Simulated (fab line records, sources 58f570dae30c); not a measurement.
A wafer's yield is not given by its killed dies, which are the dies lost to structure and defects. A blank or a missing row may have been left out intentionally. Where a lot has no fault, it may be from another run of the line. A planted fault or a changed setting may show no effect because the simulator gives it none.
2 desks, one fault    flow berkeley cmos170    every desk sees just its own numbers, and what lay behind them comes last

THE METROLOGY DESK
What the gauges read for every lot (on any tool): the sampled wafers with a number, averaged. If a lot's mean is further than 4 standard deviations from the usual mean, the lot is out of limits and carries the mark OUT (the distance appears in the brackets).
Columns: A = START_OXIDE_THK at UCB170_START_THK_MEAS_03, usual 19.9 nm; B = cd nm at UCB170_ACTIVE_CD_MEAS_13, usual 1200.4 nm; C = SACOX_OXIDE_THK at UCB170_SACOX_THK_MEAS_02, usual 14.37 nm; D = NVT_OVL at UCB170_NVT_OVL_MEAS_06, usual 1 nm
lot   first seen here  A     B                 C      D
L128  day 1 18:54      19.8  1199.5            14.67  1
L131  day 2 03:05      20.0  1199.2            14.29  -8
L135  day 3 03:25      20.3  1201.6            14.83  -6
L139  day 3 23:35      19.4  1200.3            14.49  5
L140  day 4 03:48      19.9  1180.3 (-13) OUT  14.23  8
L141  day 4 09:56      19.5  1200.9            13.93  -0
L142  day 4 09:56      19.7  1201.5            14.19  2
L143  day 4 21:20      19.6  1199.9            14.39  -3
L145  day 5 04:08      20.6  1198.5            14.25  0
L146  day 5 09:47      19.9  1203.2            14.29  -8
L147  day 5 16:28      20.2  1202.6            14.20  9
L148  day 5 16:32      19.6  1200.5            14.75  -2
L149  day 6 00:36      20.2  1202.4            14.47  -2
This desk's finding: out of limits on L140; first on L140, day 7 07:12 (cd nm at UCB170_ACTIVE_CD_MEAS_13). Within limits: L128, L131, L135, L139, L141, L142, L143, L145, L146, L147, L148, L149.

AT THE TOOL OWNER'S DESK: krf scanner-01
The tool's own readings at UCB170_ACTIVE_EXPOSE_10 (exposes mask ACTIVE, target cd 1200 nm): means of the sampled wafers that have a number, for each lot that ran on this tool. If a lot's mean is further than 4 standard deviations from the usual mean, the lot is out of limits and carries the mark OUT (the distance appears in the brackets).
Columns: A = exposure dose mJ cm2 at UCB170_ACTIVE_EXPOSE_10, usual 20.002
lot   first seen here  A
L131  day 5 03:26      20.036
L135  day 6 08:10      20.020
L140  day 7 06:49      19.677 (-15) OUT
This desk's finding: out of limits on L140; first on L140, day 7 06:49 (exposure dose mJ cm2 at UCB170_ACTIVE_EXPOSE_10). Within limits: L131, L135.

BROUGHT TOGETHER
On L140, at day 7 06:49, an alarm was possible from the tool owner's desk.
The metrology desk could have raised an alarm at day 7 07:12, on L140.
UCB170_ACTIVE_EXPOSE_10 was run on krf scanner-01 by each of the lots named.

WHAT WAS PUT IN BY THE SIMULATOR
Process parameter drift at UCB170_ACTIVE_EXPOSE_10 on krf scanner-01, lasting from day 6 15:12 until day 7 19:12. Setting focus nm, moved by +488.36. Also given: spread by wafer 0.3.
Struck lots among those shown: L140.
Delay (hours) between the fault's onset and each desk's first out-of-limits reading: 16 at the tool owner's desk, 16 at the metrology desk.
